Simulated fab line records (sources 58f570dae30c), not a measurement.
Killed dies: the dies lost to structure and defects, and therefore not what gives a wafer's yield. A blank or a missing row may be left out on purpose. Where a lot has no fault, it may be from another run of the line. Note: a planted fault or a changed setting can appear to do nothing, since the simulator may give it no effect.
Problem report, 8D (eight disciplines) form, completed by code / flow berkeley-cmos170 / the parts of the form that need people (team, actions taken, sign-off) are left out

## 1. THE PROBLEM
At UCB170_M3_HMDS_04, prime-temp-c averages 98.86 C over 6 wafers from 2 lots, while fault-free wafers read 100.03 C, standard deviation 0.11. That puts it -11 standard deviations away from the usual mean.
The step: prime time 60 s.
First observed at day 10 16:28: wafer L737.1, on litho-track-01. At this step, 42 wafers from 14 lots have a number in the record. By rule, "out" or "out of limits" means more than 4 standard deviations away from the usual mean. Any other wafer with a number is counted as sound.

## 2. WHAT IT IS, AND WHAT IT ISN'T
question=which readings at this step | is=prime-temp-c | is not=-
question=which lots | is=L737, L742 | is not=L723, L724, L727, L729, L731, L732, L734, L735, L738, L739, L740, L741
question=which wafers of those lots | is=all that have a number | is not=-
question=read on which tools | is=litho-track-01 | is not=litho-track-03, litho-track-04
question=when | is=from day 10 16:28 | is not=up to then (30 sound wafers); but 6 sound wafers of L740, L741 came after

## 3. SUSPECTS, AND WHAT RULES EACH OUT
Counting: a tool at any process step up to the reading remains a suspect when it ran all the lots that are out and ran no sound lot after the first of those.
- litho-track-01 at UCB170_M3_HMDS_04 (prime time 60 s): kept. It ran every lot that is out, first L737 (day 10 16:28), and no sound lot after that; its last sound lot up to then is L735 (day 10 15:53). On those wafers its own readings are out: prime-temp-c.
Left after counting: litho-track-01 at UCB170_M3_HMDS_04.

## 4. THE CAUSE (what the simulator had put in)
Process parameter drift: litho-track-01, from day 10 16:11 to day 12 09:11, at UCB170_M3_HMDS_04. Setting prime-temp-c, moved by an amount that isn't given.
Only this tool survived the counting.

## 5. SEQUENCE OF EFFECTS, ordered by route
Each row: a reading where the mean over the struck wafers with a number is more than 3 standard deviations away from the usual. Only readings for which the record gives a usual standard deviation are gone through. hours: the time from each lot's start at the first step in this table that gives one to its start at this step, as a median over the lots. sigmas: the change in usual standard deviations.
hours=0; step=UCB170_M3_HMDS_04; reading=prime-temp-c; usual=100.03 C; on struck wafers=98.86; change=-1.17; sigmas=-11
Its process steps:
- UCB170_M3_HMDS_04: prime time 60 s.

## 6. HOW IT WOULD HAVE BEEN CAUGHT EARLIER
First out-of-limits reading in this record: day 10 16:28, which is 0 hours after fault onset at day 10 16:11.
